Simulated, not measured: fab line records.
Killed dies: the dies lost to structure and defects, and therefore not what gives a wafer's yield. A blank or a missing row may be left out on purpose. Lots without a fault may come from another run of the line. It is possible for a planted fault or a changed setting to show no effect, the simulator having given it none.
Which tool was responsible? ; flow berkeleyCmos170 ; 15 lots, 45 wafers sampled, at 1 step of a route of 331

WHAT THE GAUGES READ, wafer by wafer
Not one reading of a measure or inspect step in the record can be checked against a usual standard deviation.

WHICH TOOL RAN EACH LOT (tool, then ch and the chambers of the sampled wafers, then the start)
lot;UCB170_V2_DEVELOP_11
L660;lithoTrack-01 ch 0, day 8 12:00
L663;lithoTrack-04 ch 0, day 9 08:00
L666;lithoTrack-01 ch 0, day 9 09:00
L668;lithoTrack-04 ch 0, day 10 15:00
L670;lithoTrack-04, day 10 22:00
L671;lithoTrack-01, day 11 02:00
L673;lithoTrack-01 ch 0, day 11 03:00
L672;lithoTrack-03, day 11 03:00
L674;lithoTrack-04 ch 0, day 11 10:00
L675;lithoTrack-03 ch 0, day 11 10:00
L676;lithoTrack-04 ch 0, day 11 22:00
L678;lithoTrack-01 ch 0, day 12 04:00
L681;lithoTrack-04 ch 0, day 12 13:00
L682;lithoTrack-04 ch 0, day 12 15:00
L680;lithoTrack-04 ch 0, day 12 15:00
- UCB170_V2_DEVELOP_11: develop time 45 s.

AS READ BY THE TOOLS THEMSELVES (means over the sampled wafers that have a number; for cases with no such wafer, the mark the record gives instead)
UCB170_V2_DEVELOP_11.
lot;tool;chillPlateTempC (C)
L660;lithoTrack-01;22.86
L663;lithoTrack-04;22.97
L666;lithoTrack-01;23.06
L668;lithoTrack-04;23.05
L670;lithoTrack-04;-
L671;lithoTrack-01;-
L673;lithoTrack-01;23.00
L672;lithoTrack-03;-
L674;lithoTrack-04;22.80
L675;lithoTrack-03;23.01
L676;lithoTrack-04;23.01
L678;lithoTrack-01;23.13
L681;lithoTrack-04;23.14
L682;lithoTrack-04;22.95
L680;lithoTrack-04;23.03

THE ANSWER, worked out from the rows above alone
Rule: the lots themselves supply what counts as usual. Put in order of their means at a reading, lots are off if they are a third of the lots or fewer, leave a main group of 4 or more, and stand apart from it by a gap of 3 or more times the standard deviation of the main group's means; of several such gaps the widest counts. A main group whose means are all the same, to the digits that the tables above print for the reading, isn't used. Also off: a lot with no number at a reading for which 4 or more lots have one. Any other lot the step has rows for is counted as sound. The gauges are gone through in route order, then the tools' own readings, and for those a lot's mean is taken as printed above. The first step at which some lot is off is used, and at that step the reading that is off furthest; a lot without a number counts as furthest.
Off: L670, L671, L672 (UCB170_V2_DEVELOP_11, chillPlateTempC). Without a number there: L670, L671, L672. For the main group the mean is 23.00 C and the standard deviation 0.094.
If a tool, at that step or one of the process steps before it, ran each lot that is off and ran no sound lot following the first of them, it fits. None of those tried fits.

WHAT HAD BEEN PUT IN BY THE SIMULATOR
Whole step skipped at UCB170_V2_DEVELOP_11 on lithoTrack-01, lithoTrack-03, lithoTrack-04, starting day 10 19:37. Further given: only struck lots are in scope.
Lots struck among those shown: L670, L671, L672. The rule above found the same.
